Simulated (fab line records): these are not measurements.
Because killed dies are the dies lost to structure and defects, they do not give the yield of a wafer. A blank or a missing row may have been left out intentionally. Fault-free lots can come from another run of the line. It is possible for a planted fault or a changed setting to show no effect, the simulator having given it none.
fab line records / flow ritCmos / part 2 of 2: steps 43 to 45 of 45
record lots=6 wafers=18 lastDay=7
route steps=202 shown ACTIVE@11 FOX1@20 FOX2@23 NWELL@28 PWELL@39 WELLDRIVE@50 SILICIDE@161 M1@202
lots with no fault: from the same line, run without faults
startH: hours from the record's opening day to when the first of the lot's shown wafers began / waitH: hours from the lot's prior step to this one / " as in the row above / L1.1+2: a single row standing in for several wafers / - no value, or no start given / * or withheld: withheld / < > ~ a bound
route shown NAME@n: a module of which the file shows steps, and the number in the route of the first / usual: average and standard deviation across the fault-free wafers / same: alike in all rows / chamber/n: place in a boat / sites: the reading at each site / _std_site: standard deviation of those values / _edge_site: mean of outer sites minus mean of inner sites / radiusMm: for every site, how far away it sits from the centre of the wafer / mask NAME#n: copy n / behind: the last tool/chamber to shape the wafer / hold: what put the lot on hold/how long, in hours/how the hold closed / device: whichever transistor did not switch (one of n, p or np) / end of line: the tests these same wafers got at the end of their route / a step given without rows: its recipe and nothing more / killed: dies lost to structure and defects at the first sort, not the wafer's yield / map: the dies of a wafer, with x for killed, . for not killed, _ for no die there
set.NAME: the setting that was run; set.NAME@STEP: the one run at that earlier step / model.NAME: the simulator's own value behind a step, which no gauge read
certain route steps with their lots: each step a table, each wafer a row
services: the hour from which a tool's chamber was out of use, counted from the record's first day as startH (under 0 if before that day), plus the number of hours and why
## steps
# step RIT_FOX2_THK_MEAS_91
# recipe reads=SiO2_of_FOX2_OXIDATION_00
# usual FIELD_OXIDE_LEFT_2_THK=254/6.7
lot.wafer=L721.2 tool=filmMetro-03 chamber=- startH=35.43 waitH=0.0 FIELD_OXIDE_LEFT_2_THK[nm]=260
lot.wafer=L721.4 tool=filmMetro-03 chamber=- startH=35.43 waitH=0.0 FIELD_OXIDE_LEFT_2_THK[nm]=250
lot.wafer=L721.6 tool=filmMetro-03 chamber=- startH=35.43 waitH=0.0 FIELD_OXIDE_LEFT_2_THK[nm]=257
lot.wafer=L732.1 tool=filmMetro-03 chamber=- startH=87.83 waitH=0.0 FIELD_OXIDE_LEFT_2_THK[nm]=247
lot.wafer=L732.5 tool=filmMetro-03 chamber=- startH=87.83 waitH=0.0 FIELD_OXIDE_LEFT_2_THK[nm]=240
lot.wafer=L732.6 tool=filmMetro-03 chamber=- startH=87.83 waitH=0.0 FIELD_OXIDE_LEFT_2_THK[nm]=243
lot.wafer=L734.1 tool=filmMetro-01 chamber=- startH=98.74 waitH=0.0 FIELD_OXIDE_LEFT_2_THK[nm]=246
lot.wafer=L734.3 tool=filmMetro-01 chamber=- startH=98.74 waitH=0.0 FIELD_OXIDE_LEFT_2_THK[nm]=250
lot.wafer=L734.4 tool=filmMetro-01 chamber=- startH=98.74 waitH=0.0 FIELD_OXIDE_LEFT_2_THK[nm]=245
lot.wafer=L736.1 tool=filmMetro-03 chamber=- startH=107.76 waitH=0.0 FIELD_OXIDE_LEFT_2_THK[nm]=249
lot.wafer=L736.2 tool=filmMetro-03 chamber=- startH=107.76 waitH=0.0 FIELD_OXIDE_LEFT_2_THK[nm]=251
lot.wafer=L736.5 tool=filmMetro-03 chamber=- startH=107.76 waitH=0.0 FIELD_OXIDE_LEFT_2_THK[nm]=244
lot.wafer=L738.1 tool=filmMetro-04 chamber=- startH=123.84 waitH=0.0 FIELD_OXIDE_LEFT_2_THK[nm]=415
lot.wafer=L738.2 tool=filmMetro-04 chamber=- startH=123.84 waitH=0.0 FIELD_OXIDE_LEFT_2_THK[nm]=417
lot.wafer=L738.3 tool=filmMetro-04 chamber=- startH=123.84 waitH=0.0 FIELD_OXIDE_LEFT_2_THK[nm]=422
lot.wafer=L739.2 tool=filmMetro-04 chamber=- startH=131.14 waitH=0.0 FIELD_OXIDE_LEFT_2_THK[nm]=410
lot.wafer=L739.4 tool=filmMetro-04 chamber=- startH=131.14 waitH=0.0 FIELD_OXIDE_LEFT_2_THK[nm]=411
lot.wafer=L739.6 tool=filmMetro-04 chamber=- startH=131.14 waitH=0.0 FIELD_OXIDE_LEFT_2_THK[nm]=404
# step RIT_SILICIDE_WET_ETCH_00
# recipe chemistry=BOE target=SiO2 targetDepthNm=14 timeS=15 dry=n2Spin dilution=10:1 tempC=21.5
lot.wafer=L721.2 tool=wetBench-03 chamber=2 startH=52.92 waitH=0.1 model.SiO2_of_FOX2_OXIDATION_00.thkNm=155.4
lot.wafer=L721.4 tool=wetBench-03 chamber=2 startH=52.92 waitH=0.1 model.SiO2_of_FOX2_OXIDATION_00.thkNm=146
lot.wafer=L721.6 tool=wetBench-03 chamber=2 startH=52.92 waitH=0.1 model.SiO2_of_FOX2_OXIDATION_00.thkNm=152.5
lot.wafer=L732.1 tool=wetBench-01 chamber=0 startH=108.44 waitH=0.1 model.SiO2_of_FOX2_OXIDATION_00.thkNm=142.7
lot.wafer=L732.5 tool=wetBench-01 chamber=0 startH=108.44 waitH=0.1 model.SiO2_of_FOX2_OXIDATION_00.thkNm=134.4
lot.wafer=L732.6 tool=wetBench-01 chamber=0 startH=108.44 waitH=0.1 model.SiO2_of_FOX2_OXIDATION_00.thkNm=140
lot.wafer=L734.1 tool=wetBench-03 chamber=1 startH=116.91 waitH=0.1 model.SiO2_of_FOX2_OXIDATION_00.thkNm=141.7
lot.wafer=L734.3 tool=wetBench-03 chamber=1 startH=116.91 waitH=0.1 model.SiO2_of_FOX2_OXIDATION_00.thkNm=144.9
lot.wafer=L734.4 tool=wetBench-03 chamber=1 startH=116.91 waitH=0.1 model.SiO2_of_FOX2_OXIDATION_00.thkNm=141
lot.wafer=L736.1 tool=wetBench-01 chamber=2 startH=132.98 waitH=0.1 model.SiO2_of_FOX2_OXIDATION_00.thkNm=144.5
lot.wafer=L736.2 tool=wetBench-01 chamber=2 startH=132.98 waitH=0.1 model.SiO2_of_FOX2_OXIDATION_00.thkNm=146.7
lot.wafer=L736.5 tool=wetBench-01 chamber=2 startH=132.98 waitH=0.1 model.SiO2_of_FOX2_OXIDATION_00.thkNm=140
lot.wafer=L738.1 tool=wetBench-03 chamber=1 startH=142.01 waitH=0.1 model.SiO2_of_FOX2_OXIDATION_00.thkNm=311
lot.wafer=L738.2 tool=wetBench-03 chamber=1 startH=142.01 waitH=0.1 model.SiO2_of_FOX2_OXIDATION_00.thkNm=313.2
lot.wafer=L738.3 tool=wetBench-03 chamber=1 startH=142.01 waitH=0.1 model.SiO2_of_FOX2_OXIDATION_00.thkNm=318.3
lot.wafer=L739.2 tool=wetBench-03 chamber=0 startH=150.67 waitH=0.1 model.SiO2_of_FOX2_OXIDATION_00.thkNm=305
lot.wafer=L739.4 tool=wetBench-03 chamber=0 startH=150.67 waitH=0.1 model.SiO2_of_FOX2_OXIDATION_00.thkNm=306.8
lot.wafer=L739.6 tool=wetBench-03 chamber=0 startH=150.67 waitH=0.1 model.SiO2_of_FOX2_OXIDATION_00.thkNm=299.7
# step RIT_M1_PROBE_99
# usual killedAtFrontEnd=6.9/2.9 killedDies=7.0/2.9 killedOpen=3.4/2.1 killedShort=3.5/1.8
# same grossDies=264 killed_at_M0_to_M3=0 killed_at_M4_up=0 killedAtBackSide=0 killedAtContacts=0 killedAtOther=0
lot.wafer=L721.2 tool=prober-01 chamber=- startH=59.92 waitH=0.1 killedAtFrontEnd=4 killedDies=4 killedOpen=2 killedShort=2 model.etest.nldd.widthNm=3142 model.etest.pldd.widthNm=3143 model.etest.nplusSal.widthNm=3418 model.etest.pplusSal.widthNm=3431 model.etest.pwell.rsOhmSq=412 model.etest.nmosNarrow.driveUaUm=213.9 model.etest.pmosNarrow.driveUaUm=97.54 model.etest.pldd.lineOhmUm=164.8
lot.wafer=L721.4 tool=prober-01 chamber=- startH=60.02 waitH=0.2 killedAtFrontEnd=6 killedDies=6 killedOpen=4 killedShort=2 model.etest.nldd.widthNm=3158 model.etest.pldd.widthNm=3148 model.etest.nplusSal.widthNm=3430 model.etest.pplusSal.widthNm=3412 model.etest.pwell.rsOhmSq=414.7 model.etest.nmosNarrow.driveUaUm=210.9 model.etest.pmosNarrow.driveUaUm=95.42 model.etest.pldd.lineOhmUm=165.5
lot.wafer=L721.6 tool=prober-01 chamber=- startH=60.12 waitH=0.2 killedAtFrontEnd=7 killedDies=7 killedOpen=3 killedShort=4 model.etest.nldd.widthNm=3137 model.etest.pldd.widthNm=3138 model.etest.nplusSal.widthNm=3434 model.etest.pplusSal.widthNm=3430 model.etest.pwell.rsOhmSq=412.9 model.etest.nmosNarrow.driveUaUm=215.6 model.etest.pmosNarrow.driveUaUm=96.49 model.etest.pldd.lineOhmUm=157.5
lot.wafer=L732.1 tool=prober-02 chamber=- startH=115.21 waitH=0.1 killedAtFrontEnd=4 killedDies=4 killedOpen=1 killedShort=3 model.etest.nldd.widthNm=3148 model.etest.pldd.widthNm=3130 model.etest.nplusSal.widthNm=3412 model.etest.pplusSal.widthNm=3438 model.etest.pwell.rsOhmSq=406.7 model.etest.nmosNarrow.driveUaUm=217.8 model.etest.pmosNarrow.driveUaUm=98.07 model.etest.pldd.lineOhmUm=150
lot.wafer=L732.5 tool=prober-02 chamber=- startH=115.41 waitH=0.2 killedAtFrontEnd=3 killedDies=3 killedOpen=1 killedShort=2 model.etest.nldd.widthNm=3122 model.etest.pldd.widthNm=3132 model.etest.nplusSal.widthNm=3429 model.etest.pplusSal.widthNm=3443 model.etest.pwell.rsOhmSq=413.1 model.etest.nmosNarrow.driveUaUm=219.6 model.etest.pmosNarrow.driveUaUm=101.1 model.etest.pldd.lineOhmUm=144.9
lot.wafer=L732.6 tool=prober-02 chamber=- startH=115.46 waitH=0.2 killedAtFrontEnd=1 killedDies=1 killedOpen=0 killedShort=1 model.etest.nldd.widthNm=3118 model.etest.pldd.widthNm=3152 model.etest.nplusSal.widthNm=3396 model.etest.pplusSal.widthNm=3400 model.etest.pwell.rsOhmSq=403.6 model.etest.nmosNarrow.driveUaUm=216.4 model.etest.pmosNarrow.driveUaUm=97.27 model.etest.pldd.lineOhmUm=145.9
lot.wafer=L734.1 tool=prober-02 chamber=- startH=124.03 waitH=0.1 killedAtFrontEnd=8 killedDies=8 killedOpen=5 killedShort=3 model.etest.nldd.widthNm=3173 model.etest.pldd.widthNm=3175 model.etest.nplusSal.widthNm=3436 model.etest.pplusSal.widthNm=3444 model.etest.pwell.rsOhmSq=411.3 model.etest.nmosNarrow.driveUaUm=225.3 model.etest.pmosNarrow.driveUaUm=102.2 model.etest.pldd.lineOhmUm=156.7
lot.wafer=L734.3 tool=prober-02 chamber=- startH=124.13 waitH=0.2 killedAtFrontEnd=7 killedDies=7 killedOpen=2 killedShort=5 model.etest.nldd.widthNm=3168 model.etest.pldd.widthNm=3153 model.etest.nplusSal.widthNm=3425 model.etest.pplusSal.widthNm=3441 model.etest.pwell.rsOhmSq=415 model.etest.nmosNarrow.driveUaUm=222.7 model.etest.pmosNarrow.driveUaUm=100.2 model.etest.pldd.lineOhmUm=155.9
lot.wafer=L734.4 tool=prober-02 chamber=- startH=124.18 waitH=0.2 killedAtFrontEnd=9 killedDies=9 killedOpen=6 killedShort=3 model.etest.nldd.widthNm=3162 model.etest.pldd.widthNm=3141 model.etest.nplusSal.widthNm=3433 model.etest.pplusSal.widthNm=3442 model.etest.pwell.rsOhmSq=412.7 model.etest.nmosNarrow.driveUaUm=223.2 model.etest.pmosNarrow.driveUaUm=99.29 model.etest.pldd.lineOhmUm=157.8
lot.wafer=L736.1 tool=prober-02 chamber=- startH=139.95 waitH=0.1 killedAtFrontEnd=6 killedDies=6 killedOpen=2 killedShort=4 model.etest.nldd.widthNm=3157 model.etest.pldd.widthNm=3162 model.etest.nplusSal.widthNm=3426 model.etest.pplusSal.widthNm=3409 model.etest.pwell.rsOhmSq=414.9 model.etest.nmosNarrow.driveUaUm=218.1 model.etest.pmosNarrow.driveUaUm=98.22 model.etest.pldd.lineOhmUm=154.8
lot.wafer=L736.2 tool=prober-02 chamber=- startH=140.00 waitH=0.1 killedAtFrontEnd=5 killedDies=5 killedOpen=2 killedShort=3 model.etest.nldd.widthNm=3141 model.etest.pldd.widthNm=3142 model.etest.nplusSal.widthNm=3440 model.etest.pplusSal.widthNm=3416 model.etest.pwell.rsOhmSq=418.1 model.etest.nmosNarrow.driveUaUm=214.7 model.etest.pmosNarrow.driveUaUm=97.18 model.etest.pldd.lineOhmUm=155
lot.wafer=L736.5 tool=prober-02 chamber=- startH=140.15 waitH=0.2 killedAtFrontEnd=7 killedDies=7 killedOpen=2 killedShort=5 model.etest.nldd.widthNm=3161 model.etest.pldd.widthNm=3138 model.etest.nplusSal.widthNm=3426 model.etest.pplusSal.widthNm=3432 model.etest.pwell.rsOhmSq=410 model.etest.nmosNarrow.driveUaUm=212.1 model.etest.pmosNarrow.driveUaUm=95.73 model.etest.pldd.lineOhmUm=157.8
lot.wafer=L738.1 tool=prober-02 chamber=- startH=148.94 waitH=0.1 killedAtFrontEnd=6 killedDies=6 killedOpen=5 killedShort=1 model.etest.nldd.widthNm=2857 model.etest.pldd.widthNm=2829 model.etest.nplusSal.widthNm=3305 model.etest.pplusSal.widthNm=3310 model.etest.pwell.rsOhmSq=555.9 model.etest.nmosNarrow.driveUaUm=162.7 model.etest.pmosNarrow.driveUaUm=72.27 model.etest.pldd.lineOhmUm=181.4
lot.wafer=L738.2 tool=prober-02 chamber=- startH=148.99 waitH=0.1 killedAtFrontEnd=6 killedDies=6 killedOpen=2 killedShort=4 model.etest.nldd.widthNm=2844 model.etest.pldd.widthNm=2835 model.etest.nplusSal.widthNm=3300 model.etest.pplusSal.widthNm=3290 model.etest.pwell.rsOhmSq=555.5 model.etest.nmosNarrow.driveUaUm=160.4 model.etest.pmosNarrow.driveUaUm=73.32 model.etest.pldd.lineOhmUm=196.9
lot.wafer=L738.3 tool=prober-02 chamber=- startH=149.04 waitH=0.2 killedAtFrontEnd=11 killedDies=11 killedOpen=4 killedShort=7 model.etest.nldd.widthNm=2843 model.etest.pldd.widthNm=2824 model.etest.nplusSal.widthNm=3264 model.etest.pplusSal.widthNm=3275 model.etest.pwell.rsOhmSq=571.3 model.etest.nmosNarrow.driveUaUm=154.1 model.etest.pmosNarrow.driveUaUm=69.24 model.etest.pldd.lineOhmUm=197.2
lot.wafer=L739.2 tool=prober-01 chamber=- startH=157.85 waitH=0.1 killedAtFrontEnd=10 killedDies=10 killedOpen=5 killedShort=5 model.etest.nldd.widthNm=2835 model.etest.pldd.widthNm=2839 model.etest.nplusSal.widthNm=3316 model.etest.pplusSal.widthNm=3318 model.etest.pwell.rsOhmSq=538.4 model.etest.nmosNarrow.driveUaUm=175.4 model.etest.pmosNarrow.driveUaUm=78.78 model.etest.pldd.lineOhmUm=154.5
lot.wafer=L739.4 tool=prober-01 chamber=- startH=157.95 waitH=0.2 killedAtFrontEnd=8 killedDies=8 killedOpen=4 killedShort=4 model.etest.nldd.widthNm=2847 model.etest.pldd.widthNm=2858 model.etest.nplusSal.widthNm=3318 model.etest.pplusSal.widthNm=3308 model.etest.pwell.rsOhmSq=541.2 model.etest.nmosNarrow.driveUaUm=174.1 model.etest.pmosNarrow.driveUaUm=76.4 model.etest.pldd.lineOhmUm=162.7
lot.wafer=L739.6 tool=prober-01 chamber=- startH=158.05 waitH=0.2 killedAtFrontEnd=6 killedDies=6 killedOpen=3 killedShort=3 model.etest.nldd.widthNm=2857 model.etest.pldd.widthNm=2839 model.etest.nplusSal.widthNm=3291 model.etest.pplusSal.widthNm=3293 model.etest.pwell.rsOhmSq=520.1 model.etest.nmosNarrow.driveUaUm=171.5 model.etest.pmosNarrow.driveUaUm=77.2 model.etest.pldd.lineOhmUm=160
# killed by level:class
L721.2 GATE:geometricParticle:open=2 FOX2:geometricParticle:short=1 GATE:geometricParticle:short=1
L721.4 GATE:geometricParticle:open=2 FOX1:geometricParticle:open=1 GATE:geometricParticle:short=1 REOX:geometricParticle:short=1 REOX:geometricParticle:open=1
L721.6 GATE:geometricParticle:short=2 FOX2:geometricParticle:open=1 SILICIDE:geometricParticle:open=1 GATE:geometricParticle:open=1 REOX:geometricParticle:short=1 SPACER:geometricParticle:short=1
L732.1 GATE:geometricParticle:short=1 GATE:geometricParticle:open=1 REOX:geometricParticle:short=1 SPACER:geometricParticle:short=1
L732.5 REOX:geometricParticle:short=1 SPACER:geometricParticle:short=1 SILICIDE:geometricParticle:open=1
L732.6 REOX:geometricParticle:short=1
L734.1 GATE:geometricParticle:open=2 SILICIDE:geometricParticle:short=2 FOX2:geometricParticle:short=1 FOX2:geometricParticle:open=1 REOX:geometricParticle:open=1 SILICIDE:geometricParticle:open=1
L734.3 SILICIDE:geometricParticle:short=3 GATE:geometricParticle:short=2 GATE:geometricParticle:open=1 SILICIDE:geometricParticle:open=1
L734.4 GATE:geometricParticle:open=3 SPACER:geometricParticle:short=2 FOX1:geometricParticle:open=1 FOX2:geometricParticle:open=1 SPACER:geometricParticle:open=1 SILICIDE:geometricParticle:short=1
L736.1 GATE:geometricParticle:open=2 GATE:geometricParticle:short=2 SILICIDE:geometricParticle:short=2
L736.2 FOX1:geometricParticle:open=1 FOX2:geometricParticle:short=1 GATE:geometricParticle:short=1 SPACER:geometricParticle:short=1 SILICIDE:geometricParticle:open=1
L736.5 GATE:geometricParticle:short=2 GATE:geometricParticle:open=2 FOX2:geometricParticle:short=1 REOX:geometricParticle:short=1 SPACER:geometricParticle:short=1
L738.1 GATE:geometricParticle:open=3 REOX:geometricParticle:open=2 REOX:geometricParticle:short=1
L738.2 GATE:geometricParticle:short=3 ACTIVE:geometricParticle:open=1 REOX:geometricParticle:short=1 SILICIDE:geometricParticle:open=1
L738.3 GATE:geometricParticle:short=4 GATE:geometricParticle:open=3 FOX2:geometricParticle:short=2 FOX1:geometricParticle:short=1 REOX:geometricParticle:open=1
L739.2 GATE:geometricParticle:open=3 GATE:geometricParticle:short=2 SPACER:geometricParticle:short=2 FOX1:geometricParticle:short=1 FOX2:geometricParticle:open=1 SILICIDE:geometricParticle:open=1
L739.4 SILICIDE:geometricParticle:short=2 GATE:geometricParticle:open=1 REOX:geometricParticle:open=1 REOX:geometricParticle:short=1 SPACER:geometricParticle:short=1 SPACER:geometricParticle:open=1 SILICIDE:geometricParticle:open=1
L739.6 GATE:geometricParticle:open=3 FOX1:geometricParticle:short=1 GATE:geometricParticle:short=1 REOX:geometricParticle:short=1
## services
tool=plasmaAsher-04 chamber=- startH=-6.40 hours=4.1 kind=repair
tool=rieDiel-01 chamber=- startH=-1.32 hours=2.8 kind=pm
tool=rieDiel-03 chamber=0 startH=9.32 hours=3.7 kind=repair
tool=furnace-03 chamber=- startH=9.69 hours=4.4 kind=pm
tool=rieDiel-03 chamber=- startH=12.05 hours=3.5 kind=repair
tool=rieDiel-03 chamber=- startH=34.25 hours=2.8 kind=pm
tool=rieDiel-01 chamber=- startH=35.18 hours=0.9 kind=repair
tool=plasmaAsher-04 chamber=- startH=37.92 hours=1.1 kind=repair
tool=rieDiel-02 chamber=2 startH=40.87 hours=4.4 kind=repair
tool=rieDiel-01 chamber=0 startH=42.94 hours=3.8 kind=repair
tool=rieDiel-03 chamber=1 startH=63.76 hours=17.4 kind=repair
tool=rieDiel-01 chamber=0 startH=70.81 hours=- kind=clean
tool=rieDiel-01 chamber=0 startH=70.81 hours=20.7 kind=scheduledDown
tool=rieDiel-01 chamber=0 startH=70.81 hours=20.7 kind=ventCycle
tool=rieDiel-03 chamber=2 startH=81.13 hours=- kind=clean
tool=wetBench-03 chamber=- startH=87.31 hours=21.8 kind=pm
tool=furnace-03 chamber=- startH=107.63 hours=3.7 kind=pm
tool=plasmaAsher-01 chamber=- startH=108.75 hours=9.0 kind=pm
tool=plasmaAsher-01 chamber=0 startH=108.75 hours=9.0 kind=ventCycle
tool=plasmaAsher-01 chamber=1 startH=108.75 hours=9.0 kind=ventCycle
tool=plasmaAsher-01 chamber=0 startH=117.75 hours=- kind=clean
tool=plasmaAsher-01 chamber=1 startH=117.75 hours=- kind=clean
tool=rieDiel-02 chamber=- startH=118.34 hours=20.4 kind=repair
tool=plasmaAsher-04 chamber=- startH=143.32 hours=2.8 kind=pm
## key
firstSign step=RIT_FOX2_THK_MEAS_01 reading=FOX2_OXIDE_THK direction=up sigmas=24 usual=350 struck=509
effect step=RIT_FOX2_THK_MEAS_90 reading=FIELD_OXIDE_LEFT_1_THK direction=up sigmas=24 usual=322 struck=481
effect step=RIT_FOX2_THK_MEAS_91 reading=FIELD_OXIDE_LEFT_2_THK direction=up sigmas=24 usual=254 struck=413
modelEffect step=RIT_FOX2_OXIDATION_00 value=SiO2_of_FOX2_OXIDATION_00.thkNm without=347.8 struck=508.8
modelEffect step=RIT_FOX2_CLEAN_02 value=Si3N4_of_ACTIVE_CVD_03.thkNm without=130 struck=127
modelEffect step=RIT_SILICIDE_WET_ETCH_00 value=SiO2_of_FOX2_OXIDATION_00.thkNm without=148 struck=309
modelEffect step=RIT_M1_PROBE_99 value=etest.nldd.widthNm without=3156 struck=2847
metAt RIT_FOX2_OXIDATION_00
struckWafers L738.1,L738.2,L738.3,L739.2,L739.4,L739.6
testerLeftOut L738,L739
onsetBetween 92.86 103.77
alsoFits time
fault kind=processParameterDrift tool=furnace-03 chamber=- onsetH=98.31 steps=RIT_FOX2_OXIDATION_00 channel=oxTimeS offset=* shape=step endH=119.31 actsIn=* stated=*
# testerLeftOut: of these lots the tester's yield and bins aren't shown, on N5 and GAA mostly nor the transistor test; their killed dies are dies lost to structure and defects alone, not to doping, threshold or leakage, so they don't give the yield
